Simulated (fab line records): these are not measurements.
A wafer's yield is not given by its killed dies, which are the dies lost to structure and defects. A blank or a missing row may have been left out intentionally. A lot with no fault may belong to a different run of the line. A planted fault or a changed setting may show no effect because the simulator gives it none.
8D (eight disciplines) problem report, filled in by code :: flow berkeleyCmos170 :: the parts of the form that need people (team, actions taken, sign-off) are left out

## 1. PROBLEM STATEMENT
SPACER_TEOS_THK at UCB170_SPACER_THK_MEAS_01 reads a mean of 325 nm on 6 wafers of 2 lots; wafers without a fault read 376 nm with a standard deviation of 4.8. Measured from the usual mean, that is -11 standard deviations.
First observed at day 8 05:02: wafer L509.3, on filmMetro-04. The record has a number at this step for 42 wafers belonging to 14 lots. Rule for "out" (also "out of limits"): further than 4 standard deviations from the usual mean. All remaining wafers that have a number are taken as sound.

## 2. WHAT THIS IS AND IS NOT
question: which readings at this step
is: SPACER_TEOS_THK
is not: -

question: which lots
is: L509, L511
is not: L499, L500, L501, L502, L503, L505, L514, L517, L518, L520, L521, L522

question: which wafers of those lots
is: all that have a number
is not: -

question: read on which gauges
is: filmMetro-01, filmMetro-04
is not: filmMetro-03

question: when
is: from day 8 05:02
is not: up to then (18 sound wafers); but 18 sound wafers of L514, L517, L518, L520, L521, L522 came after

## 3. WHAT RULES OUT EACH SUSPECT
Counting: a tool at any process step up to the reading remains a suspect when it ran all the lots that are out and ran no sound lot after the first of those.
- the gauge at UCB170_SPACER_THK_MEAS_01: ruled out. 2 gauges (filmMetro-01, filmMetro-04) read the wafers that are out.
- pecvd-03 at UCB170_SPACER_CVD_00 (deposits SiO2 from TEOS/O2, target thk 376 nm, time 47 s): kept. All lots that are out passed through it, beginning with L509 at day 8 04:58, and no sound lot followed; its final sound lot before that point was L502 at day 7 04:13. On those wafers its own readings are out: rfFwdPowerW.
Left after counting: pecvd-03 at UCB170_SPACER_CVD_00.

## 4. THE CAUSE (what the simulator had put in)
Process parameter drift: pecvd-03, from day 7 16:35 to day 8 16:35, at UCB170_SPACER_CVD_00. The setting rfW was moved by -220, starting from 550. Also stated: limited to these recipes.
This tool alone remained once counting was done.

## 5. THE CHAIN OF EFFECTS, in route order
Each row: a reading where the mean over the struck wafers with a number is more than 3 standard deviations away from the usual. Only readings for which the record gives a usual standard deviation are gone through. hours: the time from each lot's start at the first step in this table that gives one to its start at this step, as a median over the lots. sigmas: the change in usual standard deviations.
hours: 0
step: UCB170_SPACER_CVD_00
reading: rfFwdPowerW
usual: 544.7 W
on struck wafers: 324.1
change: -220.7
sigmas: -99 or more

hours: 0
step: UCB170_SPACER_THK_MEAS_01
reading: SPACER_TEOS_THK
usual: 376 nm
on struck wafers: 325
change: -51
sigmas: -11

hours: 3
step: UCB170_SPACER_ETCHBACK_03
reading: oesProductAu
usual: 0.904 a.u.
on struck wafers: 0.822
change: -0.082
sigmas: -5.5
Its process steps:
- UCB170_SPACER_CVD_00: deposits SiO2 from TEOS/O2, target thk 376 nm, time 47 s.
- UCB170_SPACER_ETCHBACK_03: etches SiO2 in CHF3/CF4/Ar, stops on Si, target depth 376 nm, time 100 s.

## 6. WHAT WOULD HAVE CAUGHT IT SOONER
The first out-of-limits reading at a measuring or inspecting step in this record came at day 8 05:02, 12 hours after the fault's start at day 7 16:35.
The tool's own readings at UCB170_SPACER_CVD_00 were out on every struck wafer that the step has a row for (rfFwdPowerW): an alarm limit on them would have fired on the first of those.
Among the 2 lots that are out, L511 began UCB170_SPACER_CVD_00 on pecvd-03 after day 8 05:02. Had the tool been put on hold then, it would have been spared.
